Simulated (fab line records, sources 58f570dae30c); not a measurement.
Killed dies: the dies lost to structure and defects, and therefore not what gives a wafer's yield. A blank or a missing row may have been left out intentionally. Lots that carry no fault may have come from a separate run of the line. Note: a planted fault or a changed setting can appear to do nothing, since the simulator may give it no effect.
2 desks looking at one fault	flow berkeley-cmos170	numbers are kept per desk, each desk with only its own; the story behind them comes last

AT THE METROLOGY DESK
Means of the sampled wafers that have a number, per lot and without regard to the tool the lot ran on: this is what the gauges read. Marked OUT: a lot whose mean sits more than 4 standard deviations from the usual mean, which makes it out of limits; the brackets give that distance.
Columns: A = NWELL_TW at UCB170_NWELL_TW_MEAS_16, usual 1251; B = PWELL_OXIDE_THK at UCB170_PWELL_THK_MEAS_03, usual 26.3 nm; C = PWELL_NITRIDE_THK at UCB170_PWELL_THK_MEAS_06, usual 220.4 nm; D = PWELL_OVL at UCB170_PWELL_OVL_MEAS_13, usual 3 nm
lot	first seen here	A	B	C	D
L314	day 4 06:59	1248	26.2	219.6	-3
L316	day 4 19:40	1253	25.7	219.4	7
L317	day 5 01:52	1255	26.3	217.7	8
L318	day 5 07:11	1253	26.3	218.1	5
L319	day 5 11:44	1252	26.6	219.8	3
L327	day 7 06:24	1248	26.8	221.8	5
Result from this desk: across the 6 lots, nothing is out of limits.

THE TOOL OWNER'S DESK: lpcvd-01
The tool's own readings at UCB170_PWELL_CVD_05 (deposits Si3N4 from SiH2Cl2/NH3, target thk 220 nm, time 3300 s): means of the sampled wafers that have a number, for each lot that ran on this tool. Marked OUT: a lot whose mean sits more than 4 standard deviations from the usual mean, which makes it out of limits; the brackets give that distance.
Columns: A = pressure-mtorr at UCB170_PWELL_CVD_05, usual 200.0 mTorr; B = susceptor-temp-C at UCB170_PWELL_CVD_05, usual 800.0 C
lot	first seen here	A	B
L314	day 4 18:47	199.7	800.1
L317	day 5 12:44	199.7	800.2
L318	day 5 19:13	199.8	800.0
Result from this desk: across the 3 lots, nothing is out of limits.

BROUGHT TOGETHER
Nothing out of limits was seen by the metrology desk.
The desk of the tool owner found nothing out of limits.

WHAT WAS PUT IN BY THE SIMULATOR
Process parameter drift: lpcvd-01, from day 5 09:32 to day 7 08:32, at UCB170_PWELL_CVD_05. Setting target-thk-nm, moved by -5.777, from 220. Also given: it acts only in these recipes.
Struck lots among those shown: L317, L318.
